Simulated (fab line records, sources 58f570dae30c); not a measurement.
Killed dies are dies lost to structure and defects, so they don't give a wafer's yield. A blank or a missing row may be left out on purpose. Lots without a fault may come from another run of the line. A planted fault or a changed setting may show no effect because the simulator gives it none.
Which tool did it? | flow berkeley_cmos170 | 7 lots, 21 wafers sampled, at 1 step of a route of 331

WHAT THE GAUGES READ, wafer by wafer
UCB170_START_BOW_MEAS_00.
lot  | measured    | on            | INCOMING_BOW (um)
L211 | day 1 20:00 | film_metro-04 | 0 -4 -12
L213 | day 2 06:00 | film_metro-03 | -2 -1 3
L216 | day 2 21:02 | film_metro-04 | 14 2 1
L222 | day 4 03:00 | film_metro-03 | 1 6 -3
L228 | day 5 09:00 | film_metro-02 | 4 -2 14
L230 | day 5 19:00 | film_metro-02 | 2 4 -4
L232 | day 6 05:01 | film_metro-03 | 5 7 6

WHICH TOOL RAN EACH LOT (tool, then ch and the chambers of the sampled wafers, then the start)
The record holds no process step before these readings.

THE ANSWER, worked out from the rows above alone
Rule: what is usual is taken from the lots themselves. Put in order of their means at a reading, lots are off if they are a third of the lots or fewer, leave a main group of 4 or more, and stand apart from it by a gap of 3 or more times the standard deviation of the main group's means; of several such gaps the widest counts. A main group whose means are all the same, to the digits that the tables above print for the reading, isn't used. A lot without any number at a reading at which 4 lots or more have one is off too. The other lots that the step has rows for count as sound.
No lot is off at any reading shown: from this, nothing can be told.

WHAT THE SIMULATOR HAD PUT IN
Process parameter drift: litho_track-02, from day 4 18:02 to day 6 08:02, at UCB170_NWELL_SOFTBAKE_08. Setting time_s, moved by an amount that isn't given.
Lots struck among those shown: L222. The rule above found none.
